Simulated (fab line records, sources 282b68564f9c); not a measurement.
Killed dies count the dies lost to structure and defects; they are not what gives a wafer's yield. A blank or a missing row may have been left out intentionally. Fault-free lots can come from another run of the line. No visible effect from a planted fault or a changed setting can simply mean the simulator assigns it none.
A struck lot beside a sound one ; flow rit-cmos ; 15 steps out of a route of 202
Sound: the wafers L884.3, L884.4, L884.5. Struck: wafers L890.4, L890.5, L890.6. Last of all comes the cause.
Each step with rows lists, per side, the tool, then ch with its chambers, then its first start. Under that, the readings that differ: sound wafers ; struck wafers ; difference of the means ; sigmas: that difference in standard deviations of wafers without a fault.
alike: a reading whose means differ by less than 2 such deviations, as well as words and numbers matching on both sides. not compared: withheld readings; readings where some wafer has no value; bounds like >300 that might hide an equal value; numbers whose values overlap and for which the record gives no deviation.
A row with sigmas, a row that says differs or no value, or rows on one side alone: a step with any of these is where the two part. Non-overlapping numbers with no deviation appear without sigmas and do not part them. A reading that every wafer of one side lacks parts them only if that side has two wafers or more.

first, 1 step without rows for these wafers: RIT_NSD_IMPLANT_08.
RIT_NSD_STRIP_09: strips in O2, time 180 s.
  sound on plasma-asher-02 ch 0,1, day 4 08:57; struck on plasma-asher-04 ch 0,1, day 5 18:11
  alike: drypump-motor-current-A, o2-flow-sccm, run-length-s
  not compared: rf-hours-counter-h
RIT_NSD_TW_MEAS_10:
  sound on film-metro-03, day 4 09:05; struck on film-metro-03, day 5 18:20
  alike: NSD_TW
then, 6 steps without rows for these wafers: RIT_PSD_HMDS_00 (prime time 60 s); RIT_PSD_COAT_01 (resist thk 1000 nm); RIT_PSD_SOFTBAKE_02 (time 60 s); RIT_PSD_EXPOSE_03 (exposes mask M10, target cd 40900 nm); RIT_PSD_PEB_04; RIT_PSD_DEVELOP_05 (develop time 50 s).
RIT_PSD_OVL_MEAS_06:
  sound on overlay-02, day 4 10:07; struck on overlay-02, day 5 19:21
  alike: PSD_OVL
then, 2 steps without rows for these wafers: RIT_PSD_HARDBAKE_07 (time 60 s); RIT_PSD_IMPLANT_08.
RIT_PSD_STRIP_09: strips in O2, time 180 s.
  sound on plasma-asher-01 ch 0,1, day 4 10:29; struck on plasma-asher-01 ch 0,1, day 5 19:44
reading;sound;struck;difference;sigmas
run-length-s (s);208.1 208.6 208.1;117.0 117.3 117.0;-91.2;-99 or more
model.NOVOLAK_of_PSD_COAT_01.thk-nm (nm);0 0 0;187.7 192.5 190.4;+190.2;
  alike: drypump-motor-current-A, o2-flow-sccm
  not compared: rf-hours-counter-h
RIT_PSD_TW_MEAS_10:
  sound on film-metro-04, day 4 10:38; struck on film-metro-04, day 5 19:53
  alike: PSD_TW
RIT_M1_PROBE_99:
  the record has rows for the struck wafers here (prober-01, day 6 04:22) and none for the sound ones

== WHERE THEY PART ==
At RIT_PSD_STRIP_09 first; at RIT_M1_PROBE_99 last (within this record only).

WHY: what the simulator had put in
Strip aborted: plasma-asher-01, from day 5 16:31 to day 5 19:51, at RIT_PSD_STRIP_09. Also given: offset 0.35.
